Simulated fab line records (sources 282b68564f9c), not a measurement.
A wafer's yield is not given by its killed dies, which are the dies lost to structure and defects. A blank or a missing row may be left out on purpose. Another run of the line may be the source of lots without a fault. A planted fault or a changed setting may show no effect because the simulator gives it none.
Chamber matching    flow rit_cmos    RIT_GATE_ETCH_19 on rie_si-01: 4 sister chambers
The step etches poly-Si in SF6/CHF3/O2, stops on SiO2, time 165 s, target depth 312.5 nm. 14 wafers are shown with their chamber, then 7 later ones without.

WAFERS WITH THEIR CHAMBER
wafer   chamber  drypump_motor_current_A (A)  throttle_valve_pct (%)  oes_product_au (a.u.)
L209.2  1        5.0                          10.17                   0.850
L209.3  0        5.8                          10.34                   0.847
L209.5  1        5.0                          10.18                   0.841
L211.1  3        6.4                          10.28                   0.840
L211.4  3        6.4                          10.28                   0.846
L211.6  0        5.8                          10.33                   0.866
L215.1  1        5.0                          10.17                   0.854
L215.5  1        5.1                          10.17                   0.860
L215.6  2        6.0                          10.28                   0.830
L219.2  1        5.0                          10.17                   0.851
L219.4  3        6.4                          10.30                   0.835
L219.6  3        6.4                          10.30                   0.839
L221.2  2        5.9                          10.28                   0.825
L221.4  3        6.4                          10.28                   0.832

SIGNATURES, as means of the wafers listed above
reading                  chamber 0  chamber 1  chamber 2  chamber 3  scatter within a chamber
drypump_motor_current_A  5.800      5.020      5.950      6.400      0.0361
throttle_valve_pct       10.3350    10.1720    10.2800    10.2880    0.00781
oes_product_au           0.85650    0.85120    0.82750    0.83840    0.00705
Rule: distance of a wafer from a chamber = root of the sum over the readings of ((wafer's reading minus chamber's mean) / reading's scatter) squared. If the next closest chamber is less than 2 further off than the closest, the wafer can't be placed; otherwise it belongs to the closest. The scatter is the square root of a quotient: the sum, over the shown wafers, of each reading's squared deviation from its chamber's mean, divided by wafers minus chambers.

WAFERS WITHOUT THEIR CHAMBER
wafer   drypump_motor_current_A (A)  throttle_valve_pct (%)  oes_product_au (a.u.)
L221.5  5.8                          10.32                   0.860
L227.2  6.0                          10.28                   0.816
L227.3  5.0                          10.18                   0.846
L227.4  5.0                          10.17                   0.850
L229.1  5.1                          10.16                   0.858
L229.4  5.8                          10.35                   0.855
L229.6  5.8                          10.36                   0.845

EACH ONE'S CHAMBER
wafer   from the rows above  in truth
L221.5  0                    0
L227.2  2                    2
L227.3  1                    1
L227.4  1                    1
L229.1  1                    1
L229.4  0                    0
L229.6  0                    0
Correct placement for 7 of the 7. Not placeable from these rows: 0. Wrongly placed: 0.
